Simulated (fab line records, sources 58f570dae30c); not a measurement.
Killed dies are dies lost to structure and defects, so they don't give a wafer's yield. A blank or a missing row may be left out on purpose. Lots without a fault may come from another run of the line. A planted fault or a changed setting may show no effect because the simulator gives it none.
Chamber matching | flow berkeley_cmos170 | UCB170_SPACER_ETCHBACK_03 on rie_diel-03: 4 sister chambers
The step etches SiO2 in CHF3/CF4/Ar, stops on Si, target depth 376 nm, time 100 s. 8 wafers are shown with their chamber, then 7 later ones without.

WAFERS WITH THEIR CHAMBER
wafer  | chamber | throttle_valve_pct (%) | drypump_motor_current_A (A)
L699.1 | 0       | 6.57                   | 5.0
L702.3 | 0       | 6.56                   | 5.0
L707.4 | 3       | 6.29                   | 6.0
L707.5 | 2       | 6.29                   | 6.0
L710.1 | 2       | 6.29                   | 6.0
L710.6 | 1       | 6.24                   | 4.7
L716.1 | 1       | 6.23                   | 4.8
L716.4 | 3       | 6.29                   | 6.0

WAFERS WITHOUT THEIR CHAMBER
wafer  | throttle_valve_pct (%) | drypump_motor_current_A (A)
L716.6 | 6.29                   | 6.0
L718.2 | 6.25                   | 4.7
L718.4 | 6.29                   | 6.0
L718.6 | 6.27                   | 4.7
L721.2 | 6.24                   | 4.7
L721.5 | 6.55                   | 4.9
L721.6 | 6.29                   | 6.0

WHICH CHAMBER EACH WENT THROUGH
wafer  | from the rows above     | in truth
L716.6 | can't be placed: 2 or 3 | 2
L718.2 | 1                       | 1
L718.4 | can't be placed: 2 or 3 | 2
L718.6 | 1                       | 1
L721.2 | 1                       | 1
L721.5 | 0                       | 0
L721.6 | can't be placed: 2 or 3 | 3
Placed correctly: 4 of 7. Can't be placed from these rows: 3 (the true chamber is among the candidates in 3). Placed wrongly: 0.
How it was worked out, from the rows above alone: a wafer's distance from a chamber is the root of the sum, over the readings, of the square of ((its reading less the chamber's mean) divided by the reading's scatter). The wafer belongs to the nearest chamber; if the next one is less than 2 further off, it can't be placed. A chamber's mean is the mean of its shown wafers. The scatter: the root of (the sum of the squares of (reading less its chamber's mean) over the shown wafers, divided by (wafers less chambers)).
